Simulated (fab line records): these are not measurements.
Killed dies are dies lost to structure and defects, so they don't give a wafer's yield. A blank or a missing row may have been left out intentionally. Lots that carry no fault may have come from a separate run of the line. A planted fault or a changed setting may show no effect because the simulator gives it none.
fab line records -- flow ritCmos
[record] lots = 7, wafers = 21, lastDay = 7
route steps=202 shown ACTIVE@2 FOX1@20 FOX2@23 M1@202
lots that met no fault: from a run of the same line without faults
startH: start of the lot's first displayed wafer, in hours after the record's first day -- waitH: hours since the lot's step before -- " same as the row above -- L1.1+2: a single row standing in for several wafers -- - value missing, or start not given -- * or withheld: withheld -- < > ~ a bound
route shown NAME@n: names a module that has steps shown in the file, with the first one's number in the route -- usual: average and standard deviation across the fault-free wafers -- same: alike in all rows -- chamber/n: place in a boat -- sites: the reading at each site -- _std_site: standard deviation across them -- _edge_site: the outer-site mean with the inner-site mean subtracted -- radiusMm: how far each site lies from the wafer's centre -- mask NAME#n: copy n -- behind: tool/chamber where the wafer was last shaped -- hold: what put the lot on hold/how long, in hours/how the hold closed -- device: the transistor (n, p or np) that didn't switch -- end of line: at the end of the route, the tests of the same wafers -- a step given without rows: its recipe and nothing more -- killed: count of dies lost to structure and defects at first sort (not the wafer's yield) -- map: dies across one wafer; x = killed, . = not, _ = none there
set.NAME: the setting the step ran with; set.NAME@STEP: the setting that earlier step ran with -- model.NAME: the simulator's own value behind a step, which no gauge read
lots seen at some steps along the route; tables by step, rows by wafer
services: from which hour (startH, from the record's first day; less than 0 if before it) a tool's chamber was out of use, for how many hours, and why
[[steps]]
[step RIT_ACTIVE_OXIDATION_01]
[recipe] tempC = 1000, ambient = O2, targetThkA = 468, oxTimeS = 3317
[step RIT_ACTIVE_THK_MEAS_02]
[recipe] reads = SiO2_of_ACTIVE_OXIDATION_01
[usual] ACTIVE_OXIDE_THK = 46.3/0.8
lot.wafer,tool,chamber,startH,waitH,ACTIVE_OXIDE_THK[nm]
L639.2,filmMetro-02,-,44.62,0.0,46.5
L639.3,filmMetro-02,-,44.62,0.0,45.5
L639.4,filmMetro-02,-,44.62,0.0,45.5
L641.1,filmMetro-02,-,53.68,0.0,45.1
L641.3,filmMetro-02,-,53.68,0.0,45.1
L641.4,filmMetro-02,-,53.68,0.0,45.0
L644.1,filmMetro-04,-,67.47,0.0,46.6
L644.2,filmMetro-04,-,67.47,0.0,46.0
L644.3,filmMetro-04,-,67.47,0.0,45.7
L646.2,filmMetro-01,-,77.17,0.0,45.7
L646.3,filmMetro-01,-,77.17,0.0,45.8
L646.4,filmMetro-01,-,77.17,0.0,46.0
L648.1,filmMetro-01,-,87.05,0.0,47.3
L648.2,filmMetro-01,-,87.05,0.0,46.3
L648.3,filmMetro-01,-,87.05,0.0,46.4
L651.1,filmMetro-02,-,102.79,0.0,46.9
L651.3,filmMetro-02,-,102.79,0.0,46.7
L651.4,filmMetro-02,-,102.79,0.0,47.3
L653.2,filmMetro-01,-,113.24,0.0,46.1
L653.4,filmMetro-01,-,113.24,0.0,46.4
L653.6,filmMetro-01,-,113.24,0.0,46.1
[step RIT_ACTIVE_CVD_03]
[recipe] material = Si3N4, targetThkNm = 150, tempC = 810, precursor = SiH2Cl2/NH3, timeS = 1500, pressureMtorr = 300, sih2cl2FlowSccm = 60, nh3FlowSccm = 150
[step RIT_ACTIVE_THK_MEAS_04]
[recipe] reads = Si3N4_of_ACTIVE_CVD_03
[usual] ACTIVE_NITRIDE_THK = 150.6/1.4
lot.wafer,tool,chamber,startH,waitH,ACTIVE_NITRIDE_THK[nm]
L639.2,filmMetro-02,-,46.09,0.0,152.6
L639.3,filmMetro-02,-,46.09,0.0,152.5
L639.4,filmMetro-02,-,46.09,0.0,152.1
L641.1,filmMetro-02,-,55.16,0.0,147.3
L641.3,filmMetro-02,-,55.16,0.0,148.2
L641.4,filmMetro-02,-,55.16,0.0,148.6
L644.1,filmMetro-04,-,68.95,0.0,154.4
L644.2,filmMetro-04,-,68.95,0.0,152.9
L644.3,filmMetro-04,-,68.95,0.0,154.1
L646.2,filmMetro-02,-,78.64,0.0,151.9
L646.3,filmMetro-02,-,78.64,0.0,150.6
L646.4,filmMetro-02,-,78.64,0.0,150.1
L648.1,filmMetro-02,-,88.91,0.0,150.8
L648.2,filmMetro-02,-,88.91,0.0,150.6
L648.3,filmMetro-02,-,88.91,0.0,151.0
L651.1,filmMetro-01,-,104.27,0.0,149.3
L651.3,filmMetro-01,-,104.27,0.0,148.5
L651.4,filmMetro-01,-,104.27,0.0,148.9
L653.2,filmMetro-04,-,114.71,0.0,150.1
L653.4,filmMetro-04,-,114.71,0.0,151.5
L653.6,filmMetro-04,-,114.71,0.0,151.0
[step RIT_ACTIVE_HMDS_05]
[recipe] primeTimeS = 60, primeTempC = 140
[step RIT_ACTIVE_COAT_06]
[recipe] resist = NOVOLAK, spinRpm = 3250, resistThkNm = 1000
[step RIT_ACTIVE_SOFTBAKE_07]
[recipe] resist = NOVOLAK, tempC = 90, timeS = 60
[step RIT_ACTIVE_EXPOSE_08]
[recipe] maskId = M1, na = 0.6, sourceShape = conventional, sigmaOuter = 0.6, targetCdNm = 1400, doseMj = 225
[step RIT_ACTIVE_PEB_09]
[recipe] resist = NOVOLAK, tempC = withheld, timeS = withheld
[step RIT_ACTIVE_DEVELOP_10]
[recipe] resist = NOVOLAK, developTimeS = 50, devTempC = 23
[step RIT_ACTIVE_CD_MEAS_11]
[recipe] targetCdNm = 1400
[usual] cdNm = 1399.7/2.2
lot.wafer,tool,chamber,startH,waitH,cdNm
L639.2,cdSem-01,-,47.14,-,1399.0
L639.3,cdSem-01,-,47.14,-,1397.4
L639.4,cdSem-01,-,47.14,-,1402.7
L641.1,cdSem-01,-,56.40,-,1404.8
L641.3,cdSem-01,-,56.40,-,1399.9
L641.4,cdSem-01,-,56.40,-,1402.4
L644.1,cdSem-02,-,69.99,-,1398.0
L644.2,cdSem-02,-,69.99,-,1397.9
L644.3,cdSem-02,-,69.99,-,1397.2
L646.2,cdSem-02,-,79.80,-,1401.2
L646.3,cdSem-02,-,79.80,-,1400.8
L646.4,cdSem-02,-,79.80,-,1402.5
L648.1,cdSem-02,-,89.94,-,1399.9
L648.2,cdSem-02,-,89.94,-,1400.3
L648.3,cdSem-02,-,89.94,-,1397.3
L651.1,cdSem-01,-,105.30,-,1398.9
L651.3,cdSem-01,-,105.30,-,1401.3
L651.4,cdSem-01,-,105.30,-,1400.3
L653.2,cdSem-01,-,115.68,-,1401.5
L653.4,cdSem-01,-,115.68,-,1401.2
L653.6,cdSem-01,-,115.68,-,1401.6
[step RIT_ACTIVE_HARDBAKE_12]
[recipe] resist = NOVOLAK, tempC = 141.3, timeS = 60
[step RIT_ACTIVE_ETCH_13]
[recipe] stopOn = SiO2, chemistry = SF6, target = Si3N4, timeS = 210, overEtchFrac = 0.4, SF6_flow_sccm = 200, pressureMtorr = 260, rfW = 125, targetDepthA = 2100
[usual] drypumpMotorCurrentA = 5.5/0.54, oesProductAu = 0.823/0.016, rfFwdPowerW = 124.5/0.35, throttleValvePct = 7.50/0.11
[same] overEtchFrac = 0.4
lot.wafer,tool,chamber,startH,waitH,drypumpMotorCurrentA,oesProductAu,rfFwdPowerW,rfHoursCounterH,throttleValvePct,model.NOVOLAK_of_ACTIVE_COAT_06.thkNm,model.SiO2_of_ACTIVE_OXIDATION_01.thkNm,model.ACTIVE.featureDepthNm
L639.2,rieDiel-03,1,47.51,0.1,6.1,0.857,124.5,129,7.52,654.3,46.48,152.6
L639.3,rieDiel-03,3,47.51,0.1,6.4,0.838,124.7,164,7.43,649.8,45.07,153
L639.4,rieDiel-03,0,47.51,0.1,5.4,0.831,124.0,64,7.69,640.9,42.81,154.8
L641.1,rieDiel-02,2,56.67,0.1,4.8,0.798,124.3,75,7.57,656.5,44.86,147.4
L641.3,rieDiel-02,1,56.67,0.1,5.9,0.791,124.7,7,7.56,655.9,44.74,148.7
L641.4,rieDiel-02,3,56.67,0.1,6.2,0.814,125.1,-,7.30,653.1,44.36,149.3
L644.1,rieDiel-03,0,70.26,0.1,5.4,0.832,144.4,64,7.66,602.1,32.22,168.8
L644.2,rieDiel-03,2,70.26,0.1,5.0,0.842,124.3,35,7.48,647.6,45.99,152.9
L644.3,rieDiel-03,3,70.26,0.1,6.4,0.837,124.0,165,7.43,648.1,45.29,154.5
L646.2,rieDiel-03,2,80.05,0.1,5.0,0.839,125.1,36,7.49,656.2,45.64,151.9
L646.3,rieDiel-03,0,80.05,0.1,5.4,0.825,144.3,64,7.67,608.5,31.5,164.9
L646.4,rieDiel-03,0,80.05,0.1,5.4,0.817,144.8,-,7.66,603.6,31.49,164.6
L648.1,rieDiel-03,1,90.21,0.1,6.1,0.847,124.6,129,7.50,656.3,47.36,150.9
L648.2,rieDiel-03,2,90.21,0.1,5.0,0.833,124.4,36,7.50,651.6,46.21,150.6
L648.3,rieDiel-03,0,90.21,0.1,5.4,0.822,144.4,64,7.67,604.3,31.99,165.5
L651.1,rieDiel-04,3,105.57,0.1,4.7,0.830,124.4,105,7.33,654.7,46.89,149.4
L651.3,rieDiel-04,1,105.57,0.1,5.7,0.816,124.7,158,7.53,653.6,46.12,149.2
L651.4,rieDiel-04,1,105.57,0.1,5.7,0.820,124.2,-,7.50,656.3,46.68,149.5
L653.2,rieDiel-02,0,115.93,0.1,6.2,0.835,124.4,142,7.64,647,44.55,151.8
L653.4,rieDiel-02,3,115.93,0.1,6.1,0.813,125.0,15,7.29,650.4,45.72,152.2
L653.6,rieDiel-02,1,115.93,0.1,5.9,0.802,124.4,-,7.55,651.8,45.74,151.4
[step RIT_ACTIVE_STRIP_14]
[recipe] chemistry = O2, timeS = 180, resist = NOVOLAK, platenTempC = withheld, powerW = 500, pressureMtorr = 4000, o2FlowSccm = 4000
[usual] drypumpMotorCurrentA = 5.80/0.27
lot.wafer,tool,chamber,startH,waitH,drypumpMotorCurrentA,rfHoursCounterH
L639.2,plasmaAsher-03,1,47.64,0.1,6.16,40
L639.3,plasmaAsher-03,1,47.64,0.1,6.16,-
L639.4,plasmaAsher-03,0,47.64,0.1,5.87,-
L641.1,plasmaAsher-02,1,56.81,0.1,5.37,28
L641.3,plasmaAsher-02,0,56.81,0.1,5.81,-
L641.4,plasmaAsher-02,1,56.81,0.1,5.36,-
L644.1,plasmaAsher-03,1,70.39,0.1,6.17,42
L644.2,plasmaAsher-03,0,70.39,0.1,5.86,42
L644.3,plasmaAsher-03,1,70.39,0.1,6.16,-
L646.2,plasmaAsher-03,1,80.18,0.1,6.15,43
L646.3,plasmaAsher-03,0,80.18,0.1,5.89,-
L646.4,plasmaAsher-03,1,80.18,0.1,6.15,-
L648.1,plasmaAsher-03,1,90.34,0.1,6.17,44
L648.2,plasmaAsher-03,0,90.34,0.1,5.84,44
L648.3,plasmaAsher-03,0,90.34,0.1,5.83,-
L651.1,plasmaAsher-03,1,105.70,0.1,6.15,46
L651.3,plasmaAsher-03,0,105.70,0.1,5.83,-
L651.4,plasmaAsher-03,1,105.70,0.1,6.17,-
L653.2,plasmaAsher-04,1,116.06,0.1,5.56,44
L653.4,plasmaAsher-04,0,116.06,0.1,5.97,-
L653.6,plasmaAsher-04,0,116.06,0.1,5.97,-
[step RIT_ACTIVE_CD_MEAS_90]
[recipe] targetCdNm = 1400
[usual] cdNm = 1399.7/2.2
lot.wafer,tool,chamber,startH,waitH,cdNm
L639.2,cdSem-01,-,47.84,0.1,1399.1
L639.3,cdSem-01,-,47.84,0.1,1397.3
L639.4,cdSem-01,-,47.84,0.1,1402.7
L641.1,cdSem-01,-,57.04,0.2,1405.2
L641.3,cdSem-01,-,57.04,0.2,1398.9
L641.4,cdSem-01,-,57.04,0.2,1402.0
L644.1,cdSem-01,-,70.56,0.1,1397.3
L644.2,cdSem-01,-,70.56,0.1,1397.4
L644.3,cdSem-01,-,70.56,0.1,1397.4
L646.2,cdSem-01,-,80.38,0.1,1401.5
L646.3,cdSem-01,-,80.38,0.1,1399.9
L646.4,cdSem-01,-,80.38,0.1,1402.1
L648.1,cdSem-02,-,90.52,0.1,1399.8
L648.2,cdSem-02,-,90.52,0.1,1400.6
L648.3,cdSem-02,-,90.52,0.1,1396.8
L651.1,cdSem-02,-,105.88,0.1,1399.0
L651.3,cdSem-02,-,105.88,0.1,1401.1
L651.4,cdSem-02,-,105.88,0.1,1399.9
L653.2,cdSem-01,-,116.26,0.1,1401.4
L653.4,cdSem-01,-,116.26,0.1,1400.9
L653.6,cdSem-01,-,116.26,0.1,1401.2
[step RIT_ACTIVE_CLEAN_15]
[recipe] chemistry = SC1, mix = 3:3:50, timeS = 600, tempC = 75
[step RIT_ACTIVE_CLEAN_16]
[recipe] chemistry = dHF, dilution = 50:1, timeS = 30
[step RIT_ACTIVE_CLEAN_17]
[recipe] chemistry = SC2, mix = 3:3:50, timeS = 600, tempC = 75, dry = n2Spin
[step RIT_FOX1_OXIDATION_00]
[recipe] tempC = 1100, ambient = H2O, targetThkA = 3507, pH2oTorr = 720, oxTimeS = 1130
[step RIT_FOX1_THK_MEAS_01]
[recipe] reads = SiO2_of_FOX1_OXIDATION_00
[usual] FOX1_OXIDE_THK = 351/6.3
lot.wafer,tool,chamber,startH,waitH,FOX1_OXIDE_THK[nm]
L639.2,filmMetro-02,-,51.49,0.0,355
L639.3,filmMetro-02,-,51.49,0.0,360
L639.4,filmMetro-02,-,51.49,0.0,358
L641.1,filmMetro-02,-,58.84,0.0,346
L641.3,filmMetro-02,-,58.84,0.0,343
L641.4,filmMetro-02,-,58.84,0.0,348
L644.1,filmMetro-03,-,74.00,0.0,348
L644.2,filmMetro-03,-,74.00,0.0,347
L644.3,filmMetro-03,-,74.00,0.0,348
L646.2,filmMetro-01,-,84.95,0.0,352
L646.3,filmMetro-01,-,84.95,0.0,350
L646.4,filmMetro-01,-,84.95,0.0,358
L648.1,filmMetro-03,-,93.50,0.0,352
L648.2,filmMetro-03,-,93.50,0.0,352
L648.3,filmMetro-03,-,93.50,0.0,351
L651.1,filmMetro-03,-,108.37,0.0,352
L651.3,filmMetro-03,-,108.37,0.0,362
L651.4,filmMetro-03,-,108.37,0.0,363
L653.2,filmMetro-01,-,118.43,0.0,351
L653.4,filmMetro-01,-,118.43,0.0,352
L653.6,filmMetro-01,-,118.43,0.0,360
[step RIT_FOX1_WET_ETCH_02]
[recipe] chemistry = BOE, targetDepthNm = 350, timeS = 390, tempC = 21.5, dry = n2Spin, dilution = 10:1, target = SiO2
[step RIT_FOX2_OXIDATION_00]
[recipe] tempC = 1100, ambient = H2O, targetThkA = 3507, pH2oTorr = 720, oxTimeS = 1082
[step RIT_FOX2_THK_MEAS_01]
[recipe] reads = SiO2_of_FOX2_OXIDATION_00
[usual] FOX2_OXIDE_THK = 341/6.8
lot.wafer,tool,chamber,startH,waitH,FOX2_OXIDE_THK[nm]
L639.2,filmMetro-03,-,55.26,0.0,333
L639.3,filmMetro-03,-,55.26,0.0,328
L639.4,filmMetro-03,-,55.26,0.0,327
L641.1,filmMetro-04,-,60.33,0.0,342
L641.3,filmMetro-04,-,60.33,0.0,347
L641.4,filmMetro-04,-,60.33,0.0,345
L644.1,filmMetro-02,-,75.49,0.0,342
L644.2,filmMetro-02,-,75.49,0.0,336
L644.3,filmMetro-02,-,75.49,0.0,338
L646.2,filmMetro-03,-,88.38,0.0,348
L646.3,filmMetro-03,-,88.38,0.0,344
L646.4,filmMetro-03,-,88.38,0.0,347
L648.1,filmMetro-03,-,96.04,0.0,335
L648.2,filmMetro-03,-,96.04,0.0,339
L648.3,filmMetro-03,-,96.04,0.0,338
L651.1,filmMetro-02,-,109.86,0.0,359
L651.3,filmMetro-02,-,109.86,0.0,359
L651.4,filmMetro-02,-,109.86,0.0,349
L653.2,filmMetro-02,-,120.45,0.0,346
L653.4,filmMetro-02,-,120.45,0.0,334
L653.6,filmMetro-02,-,120.45,0.0,345
[step RIT_FOX2_CLEAN_02]
[recipe] chemistry = dHF, dilution = 50:1, timeS = 180
[step RIT_FOX2_WET_ETCH_03]
[recipe] chemistry = H3PO4, target = Si3N4, targetDepthNm = 195, tempC = 165, timeS = 2700
lot.wafer,tool,chamber,startH,waitH,model.SiO2_of_ACTIVE_OXIDATION_01.thkNm
L639.2,wetBench-04,3,55.37,0.0,41.26
L639.3,wetBench-04,3,55.37,0.0,40.03
L639.4,wetBench-04,3,55.37,0.0,38.02
L641.1,wetBench-03,1,60.45,0.0,39.93
L641.3,wetBench-03,1,60.45,0.0,39.82
L641.4,wetBench-03,1,60.45,0.0,39.5
L644.1,wetBench-03,2,75.62,0.0,28.66
L644.2,wetBench-03,2,75.62,0.0,40.93
L644.3,wetBench-03,2,75.62,0.0,40.31
L646.2,wetBench-04,0,88.49,0.0,40.65
L646.3,wetBench-04,0,88.49,0.0,28.05
L646.4,wetBench-04,0,88.49,0.0,28.04
L648.1,wetBench-04,3,96.16,0.0,42.1
L648.2,wetBench-04,3,96.16,0.0,41.09
L648.3,wetBench-04,3,96.16,0.0,28.44
L651.1,wetBench-04,3,109.98,0.0,41.7
L651.3,wetBench-04,3,109.98,0.0,41.02
L651.4,wetBench-04,3,109.98,0.0,41.51
L653.2,wetBench-03,3,120.56,0.0,39.52
L653.4,wetBench-03,3,120.56,0.0,40.52
L653.6,wetBench-03,3,120.56,0.0,40.57
[step RIT_FOX2_THK_MEAS_90]
[recipe] reads = SiO2_of_FOX2_OXIDATION_00
[usual] FIELD_OXIDE_LEFT_1_THK = 314/6.7
lot.wafer,tool,chamber,startH,waitH,FIELD_OXIDE_LEFT_1_THK[nm]
L639.2,filmMetro-04,-,56.13,0.0,306
L639.3,filmMetro-04,-,56.13,0.0,301
L639.4,filmMetro-04,-,56.13,0.0,300
L641.1,filmMetro-02,-,61.21,0.0,316
L641.3,filmMetro-02,-,61.21,0.0,320
L641.4,filmMetro-02,-,61.21,0.0,318
L644.1,filmMetro-04,-,76.37,0.0,315
L644.2,filmMetro-04,-,76.37,0.0,308
L644.3,filmMetro-04,-,76.37,0.0,311
L646.2,filmMetro-03,-,89.32,0.0,321
L646.3,filmMetro-03,-,89.32,0.0,317
L646.4,filmMetro-03,-,89.32,0.0,320
L648.1,filmMetro-02,-,96.99,0.0,308
L648.2,filmMetro-02,-,96.99,0.0,312
L648.3,filmMetro-02,-,96.99,0.0,311
L651.1,filmMetro-02,-,110.88,0.0,331
L651.3,filmMetro-02,-,110.88,0.0,332
L651.4,filmMetro-02,-,110.88,0.0,321
L653.2,filmMetro-03,-,121.33,0.0,319
L653.4,filmMetro-03,-,121.33,0.0,307
L653.6,filmMetro-03,-,121.33,0.0,317
[step RIT_M1_PROBE_99]
[usual] killed_at_M0_to_M3 = 0.0/0.12, killedAtContacts = 0.0/0.22, killedAtFrontEnd = 7/3.2, killedDies = 8/3.2, killedOpen = 3.7/2.1, killedShort = 3.8/2.2
[same] grossDies = 264, killed_at_M4_up = 0, killedAtBackSide = 0, killedAtOther = 0
lot.wafer,tool,chamber,startH,waitH,killed_at_M0_to_M3,killedAtContacts,killedAtFrontEnd,killedDies,killedOpen,killedShort
L639.2,prober-01,-,95.68,0.1,0,0,8,8,5,3
L639.3,prober-01,-,95.73,0.2,0,0,11,11,3,8
L639.4,prober-01,-,95.78,0.2,1,0,8,9,3,6
L641.1,prober-01,-,100.19,0.1,0,0,8,8,3,5
L641.3,prober-01,-,100.29,0.2,0,0,6,6,3,3
L641.4,prober-01,-,100.34,0.2,0,0,6,6,3,3
L644.1,prober-02,-,117.74,0.1,0,0,5,5,1,4
L644.2,prober-02,-,117.79,0.1,0,1,4,5,2,3
L644.3,prober-02,-,117.84,0.2,0,0,7,7,4,3
L646.2,prober-02,-,129.10,0.1,0,0,9,9,4,5
L646.3,prober-02,-,129.15,0.2,1,0,6,7,2,5
L646.4,prober-02,-,129.20,0.2,0,0,6,6,2,4
L648.1,prober-02,-,137.24,0.1,0,0,8,8,4,4
L648.2,prober-02,-,137.29,0.1,0,1,9,10,6,4
L648.3,prober-02,-,137.34,0.2,0,0,5,5,2,3
L651.1,prober-01,-,153.19,0.1,0,0,4,4,3,1
L651.3,prober-01,-,153.29,0.2,0,0,5,5,0,5
L651.4,prober-01,-,153.34,0.2,0,0,7,7,6,1
L653.2,prober-01,-,161.08,0.1,0,0,3,3,2,1
L653.4,prober-01,-,161.18,0.2,0,1,1,2,2,0
L653.6,prober-01,-,161.28,0.2,0,0,3,3,1,2
// killed by level:class
L639.2 FOX2:geometricParticle:open=2 GATE:geometricParticle:open=2 FOX1:geometricParticle:short=1 GATE:geometricParticle:short=1 REOX:geometricParticle:short=1 REOX:geometricParticle:open=1
L639.3 REOX:geometricParticle:short=4 ACTIVE:geometricParticle:short=1 FOX1:geometricParticle:open=1 FOX1:geometricParticle:short=1 FOX2:geometricParticle:short=1 GATE:geometricParticle:short=1 REOX:geometricParticle:open=1 SPACER:geometricParticle:open=1
L639.4 FOX2:geometricParticle:short=2 GATE:geometricParticle:open=2 REOX:geometricParticle:short=2 GATE:geometricParticle:short=1 SPACER:geometricParticle:open=1 M1:geometricParticle:short=1
L641.1 SILICIDE:geometricParticle:short=4 GATE:geometricParticle:open=2 GATE:geometricParticle:short=1 SPACER:geometricParticle:open=1
L641.3 SILICIDE:geometricParticle:open=2 FOX1:geometricParticle:short=1 GATE:geometricParticle:open=1 GATE:geometricParticle:short=1 SILICIDE:geometricParticle:short=1
L641.4 SILICIDE:geometricParticle:open=3 GATE:geometricParticle:short=1 SPACER:geometricParticle:short=1 SILICIDE:geometricParticle:short=1
L644.1 GATE:geometricParticle:short=2 GATE:geometricParticle:open=1 SPACER:geometricParticle:short=1 SILICIDE:geometricParticle:short=1
L644.2 FOX1:geometricParticle:open=1 GATE:geometricParticle:short=1 GATE:geometricParticle:open=1 SPACER:geometricParticle:short=1 CONTACT:geometricParticle:short=1
L644.3 GATE:geometricParticle:short=2 GATE:geometricParticle:open=2 SPACER:geometricParticle:open=2 SPACER:geometricParticle:short=1
L646.2 FOX1:geometricParticle:short=2 GATE:geometricParticle:open=2 GATE:geometricParticle:short=1 REOX:geometricParticle:open=1 SPACER:geometricParticle:short=1 SPACER:geometricParticle:open=1 SILICIDE:geometricParticle:short=1
L646.3 GATE:geometricParticle:short=3 REOX:geometricParticle:open=2 REOX:geometricParticle:short=1 M1:geometricParticle:short=1
L646.4 GATE:geometricParticle:short=3 GATE:geometricParticle:open=1 REOX:geometricParticle:open=1 REOX:geometricParticle:short=1
L648.1 GATE:geometricParticle:short=3 GATE:geometricParticle:open=2 FOX1:geometricParticle:open=1 SPACER:geometricParticle:open=1 SPACER:geometricParticle:short=1
L648.2 GATE:geometricParticle:open=2 REOX:geometricParticle:short=2 GATE:geometricParticle:short=1 REOX:geometricParticle:open=1 SPACER:geometricParticle:short=1 SPACER:geometricParticle:open=1 SILICIDE:geometricParticle:open=1 CONTACT:geometricParticle:open=1
L648.3 GATE:geometricParticle:short=2 GATE:geometricParticle:open=2 REOX:geometricParticle:short=1
L651.1 GATE:geometricParticle:open=1 REOX:geometricParticle:open=1 REOX:geometricParticle:short=1 SPACER:geometricParticle:open=1
L651.3 GATE:geometricParticle:short=4 SPACER:geometricParticle:short=1
L651.4 GATE:geometricParticle:open=3 FOX1:geometricParticle:open=2 REOX:geometricParticle:short=1 REOX:geometricParticle:open=1
L653.2 FOX1:geometricParticle:open=1 GATE:geometricParticle:open=1 SILICIDE:geometricParticle:short=1
L653.4 FOX1:geometricParticle:open=1 CONTACT:geometricParticle:open=1
L653.6 SILICIDE:geometricParticle:short=2 FOX1:geometricParticle:open=1
[[services]]
tool,chamber,startH,hours,kind
rieDiel-04,-,26.67,2.0,repair
rieDiel-02,1,29.99,9.2,repair
rieDiel-03,1,43.01,3.8,repair
rieDiel-02,0,51.08,6.5,repair
rieDiel-02,1,51.39,4.6,repair
rieDiel-04,2,65.20,3.4,repair
rieDiel-03,3,71.69,-,clean
rieDiel-03,3,71.69,32.0,scheduledDown
rieDiel-03,3,71.69,32.0,ventCycle
wetBench-03,-,81.72,4.1,repair
plasmaAsher-04,-,89.88,0.5,repair
rieDiel-04,2,94.52,-,clean
rieDiel-04,2,94.52,12.9,scheduledDown
rieDiel-04,2,94.52,12.9,ventCycle
rieDiel-04,1,107.41,-,clean
rieDiel-04,1,107.41,27.2,scheduledDown
rieDiel-04,1,107.41,27.2,ventCycle
plasmaAsher-03,-,108.75,9.0,pm
plasmaAsher-03,0,108.75,9.0,ventCycle
plasmaAsher-03,1,108.75,9.0,ventCycle
plasmaAsher-03,0,117.75,-,clean
plasmaAsher-03,1,117.75,-,clean
[[key]]
[firstSign] step = RIT_ACTIVE_ETCH_13, reading = rfFwdPowerW, direction = up, sigmas = 58, usual = 124.5, struck = 144.5
effect none on later readings
[modelEffect] step = RIT_ACTIVE_ETCH_13, value = NOVOLAK_of_ACTIVE_COAT_06.thkNm, without = 642.7, struck = 604.6
[modelEffect] step = RIT_FOX2_WET_ETCH_03, value = SiO2_of_ACTIVE_OXIDATION_01.thkNm, without = 38.7, struck = 28.3
metAt RIT_ACTIVE_ETCH_13
struckWafers L644.1,L646.3,L646.4,L648.3
testerLeftOut L644,L646,L648
onsetBetween 47.51 70.26
[fault] kind = processParameterDrift, tool = rieDiel-03, chamber = 0, onsetH = 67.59, steps = RIT_ACTIVE_ETCH_13, channel = rfW, offset = 20, shape = step, endH = 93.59, actsIn = theseRecipesOnly, stated = 125
// testerLeftOut: of these lots the tester's yield and bins aren't shown, on N5 and GAA mostly nor the transistor test; their killed dies are dies lost to structure and defects alone, not to doping, threshold or leakage, so they don't give the yield
